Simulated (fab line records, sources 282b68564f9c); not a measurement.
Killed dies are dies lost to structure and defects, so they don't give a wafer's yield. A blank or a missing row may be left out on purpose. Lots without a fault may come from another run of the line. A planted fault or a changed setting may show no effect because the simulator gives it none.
Which tool did it? | flow rit_cmos | 14 lots, 42 wafers sampled, at 2 steps of a route of 202

WHAT THE GAUGES READ, wafer by wafer
The record holds no reading of a measuring or inspecting step that can be judged against a usual standard deviation.

WHICH TOOL RAN EACH LOT (tool, then ch and the chambers of the sampled wafers, then the start)
lot  | RIT_GATE_DEVELOP_15              | RIT_M1_PROBE_99
L867 | litho_track-04 ch 0, day 2 20:00 | -
L868 | litho_track-03 ch 0, day 2 23:00 | -
L869 | litho_track-04 ch 0, day 3 11:00 | -
L870 | litho_track-02 ch 0, day 3 13:00 | -
L871 | litho_track-02 ch 0, day 3 17:00 | -
L873 | litho_track-03 ch 0, day 4 03:00 | -
L875 | litho_track-04 ch 0, day 4 16:00 | -
L876 | litho_track-02 ch 0, day 4 19:00 | -
L877 | litho_track-02 ch 0, day 4 20:00 | -
L885 | litho_track-04 ch 0, day 7 09:00 | prober-01, day 8 07:14
L887 | litho_track-02 ch 0, day 7 14:00 | -
L886 | litho_track-04 ch 0, day 7 14:00 | prober-01, day 8 13:40
L888 | litho_track-02 ch 0, day 7 20:00 | -
L889 | litho_track-02 ch 0, day 8 04:00 | -
- RIT_GATE_DEVELOP_15: develop time 50 s.
- RIT_M1_PROBE_99

WHAT THE TOOLS THEMSELVES READ (means of the sampled wafers that have a number; where no wafer has one, the mark that the record gives instead)
RIT_M1_PROBE_99. Usual: killed_at_contacts 0.0, standard deviation 0.22; killed_at_front_end 6.6, standard deviation 2.7; killed_dies 6.7, standard deviation 2.7; killed_on_rim 1.7, standard deviation 1.4; killed_open 3.4, standard deviation 2; killed_short 3.2, standard deviation 1.8.
lot  | tool      | killed_at_contacts | killed_at_front_end | killed_dies | killed_on_rim | killed_open | killed_short | flag
L885 | prober-01 | 0.0                | 264.0               | 264.0       | 70.0          | 3.3         | 4.3          | OFF
L886 | prober-01 | 0.3                | 263.7               | 264.0       | 70.0          | 5.3         | 4.0          | OFF

THE ANSWER, worked out from the rows above alone
Rule: a lot is off if the mean of its wafers that have a number lies more than 3 standard deviations from the usual mean. A lot without any number at a reading at which 4 lots or more have one is off too. The other lots that the step has rows for count as sound. The gauges are gone through in route order, then the tools' own readings, and for those a lot's mean is taken as printed above. The first step at which some lot is off is used, and at that step the reading that is off furthest; a lot without a number counts as furthest.
Off: L885, L886, at RIT_M1_PROBE_99 (killed_at_front_end). Neither off nor sound, because the step has no rows for them: L867, L868, L869, L870, L871, L873, L875, L876, L877, L887, L888, L889.
A tool fits if, at that step or a process step before it, it ran every lot that is off, and no sound lot after the first of them. Can't be told from this: 2 tools fit, litho_track-04 at RIT_GATE_DEVELOP_15, prober-01 at RIT_M1_PROBE_99.

WHAT THE SIMULATOR HAD PUT IN
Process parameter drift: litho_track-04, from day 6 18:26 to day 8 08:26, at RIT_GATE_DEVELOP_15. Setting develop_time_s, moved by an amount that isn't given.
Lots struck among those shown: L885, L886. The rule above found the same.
